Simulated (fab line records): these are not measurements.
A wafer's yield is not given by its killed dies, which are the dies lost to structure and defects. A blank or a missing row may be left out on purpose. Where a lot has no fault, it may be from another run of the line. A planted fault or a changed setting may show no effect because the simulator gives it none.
The tool behind it: which one? | flow rit_cmos | 14 lots, 40 wafers sampled, at 3 steps of a route of 202

## WHAT THE GAUGES READ, wafer by wafer
RIT_SDANNEAL_RS_MEAS_04: measurement is done with a four-point probe. Usual: PSD_RS 116.00 ohm/sq, standard deviation 0.25.
lot  | measured    | on            | PSD_RS (ohm/sq)      | flag
L962 | day 3 16:04 | film_metro-02 | 115.95 115.83 115.97 |
L963 | day 3 22:55 | film_metro-04 | 115.59 115.55 115.61 |
L964 | day 4 03:26 | film_metro-04 | 115.74 115.77 115.92 |
L967 | day 4 15:57 | film_metro-03 | 116.03 116.04 115.82 |
L968 | day 4 19:34 | film_metro-02 | 116.18 116.14 115.95 |
L969 | day 5 01:31 | film_metro-03 | 116.01 116.25 116.47 |
L970 | day 5 09:26 | film_metro-02 | 116.11 116.23 116.46 |
L974 | day 6 03:28 | film_metro-04 | 116.31 116.16 116.13 |
L975 | day 6 11:28 | film_metro-04 | 115.84               |
L978 | day 6 23:53 | film_metro-04 | 116.19 116.11 115.81 |
L979 | day 7 01:31 | film_metro-04 | 116.06 116.16 115.85 |
L981 | day 7 11:47 | film_metro-04 | 116.16 116.08 115.92 |
L982 | day 7 14:19 | film_metro-04 | 116.08 115.64 115.61 |
L983 | day 7 23:51 | film_metro-02 | 116.09 116.03 116.15 |

RIT_SDANNEAL_RS_MEAS_05: measurement is done with a four-point probe. Usual: NSD_RS 84.55 ohm/sq, standard deviation 0.27.
lot  | measured    | on            | NSD_RS (ohm/sq)   | flag
L962 | day 3 16:11 | film_metro-02 | 84.28 84.26 84.13 |
L963 | day 3 23:02 | film_metro-04 | 84.36 84.20 84.47 |
L964 | day 4 03:33 | film_metro-04 | 84.48 84.40 84.46 |
L967 | day 4 16:04 | film_metro-03 | 84.26 84.08 84.08 |
L968 | day 4 19:41 | film_metro-02 | 84.85 84.71 84.30 |
L969 | day 5 01:38 | film_metro-03 | 84.50 84.49 84.32 |
L970 | day 5 09:33 | film_metro-02 | 84.88 84.49 84.85 |
L974 | day 6 03:35 | film_metro-04 | 84.32 84.47 84.52 |
L975 | day 6 11:35 | film_metro-04 | 84.39             |
L978 | day 7 00:00 | film_metro-04 | 84.46 84.95 85.03 |
L979 | day 7 01:38 | film_metro-04 | 84.94 84.80 84.98 |
L981 | day 7 11:54 | film_metro-04 | 84.70 84.46 84.52 |
L982 | day 7 14:26 | film_metro-04 | 84.04 83.87 84.22 |
L983 | day 7 23:58 | film_metro-02 | 84.62 84.73 84.47 |

RIT_SILICIDE_RS_MEAS_02: measurement is done with a four-point probe. Usual: SILICIDE_TI_RS 48.1 ohm/sq, standard deviation 0.64.
lot  | measured    | on            | SILICIDE_TI_RS (ohm/sq) | flag
L962 | day 3 16:43 | film_metro-02 | 48.7 50.0 49.5          |
L963 | day 3 23:33 | film_metro-02 | 48.0 47.4 47.4          |
L964 | day 4 04:04 | film_metro-04 | 48.5 49.2 48.9          |
L967 | day 4 16:35 | film_metro-04 | 48.4 48.4 48.5          |
L968 | day 4 20:12 | film_metro-04 | 49.2 48.2 49.1          |
L969 | day 5 02:10 | film_metro-02 | 48.3 48.2 47.2          |
L970 | day 5 10:05 | film_metro-01 | 48.8 49.1 48.4          |
L974 | day 6 04:07 | film_metro-01 | 48.6 48.4 48.3          |
L975 | day 6 12:07 | film_metro-01 | 48.0                    |
L978 | day 7 00:31 | film_metro-02 | 47.0 47.1 47.3          |
L979 | day 7 02:10 | film_metro-01 | 47.9 47.7 47.3          |
L981 | day 7 12:25 | film_metro-04 | 48.6 48.5 48.6          |
L982 | day 7 14:57 | film_metro-02 | 48.2 48.0 48.9          |
L983 | day 8 00:29 | film_metro-01 | 47.8 47.9 48.0          |

## WHICH TOOL RAN EACH LOT (tool, then ch and the chambers of the sampled wafers, then the start)
Record: no process step prior to these readings.

## AS READ BY THE TOOLS THEMSELVES (means over the sampled wafers that have a number; for cases with no such wafer, the mark the record gives instead)
The record holds no such reading with a usual standard deviation.

## THE ANSWER, worked out from the rows above alone
Rule: lot off if the mean of its wafers having a number is beyond 3 standard deviations from the usual mean. Also off: a lot with no number at a reading for which 4 or more lots have one. Where the step has rows for the other lots, those lots are counted as sound. After the gauges, taken in route order, come the tools' own readings; for these a lot's mean is taken, as printed above. The first step at which some lot is off is used, and at that step the reading that is off furthest; a lot without a number counts as furthest.
No lot is off at any reading shown: from this, nothing can be told.

## WHAT THE SIMULATOR HAD INSERTED
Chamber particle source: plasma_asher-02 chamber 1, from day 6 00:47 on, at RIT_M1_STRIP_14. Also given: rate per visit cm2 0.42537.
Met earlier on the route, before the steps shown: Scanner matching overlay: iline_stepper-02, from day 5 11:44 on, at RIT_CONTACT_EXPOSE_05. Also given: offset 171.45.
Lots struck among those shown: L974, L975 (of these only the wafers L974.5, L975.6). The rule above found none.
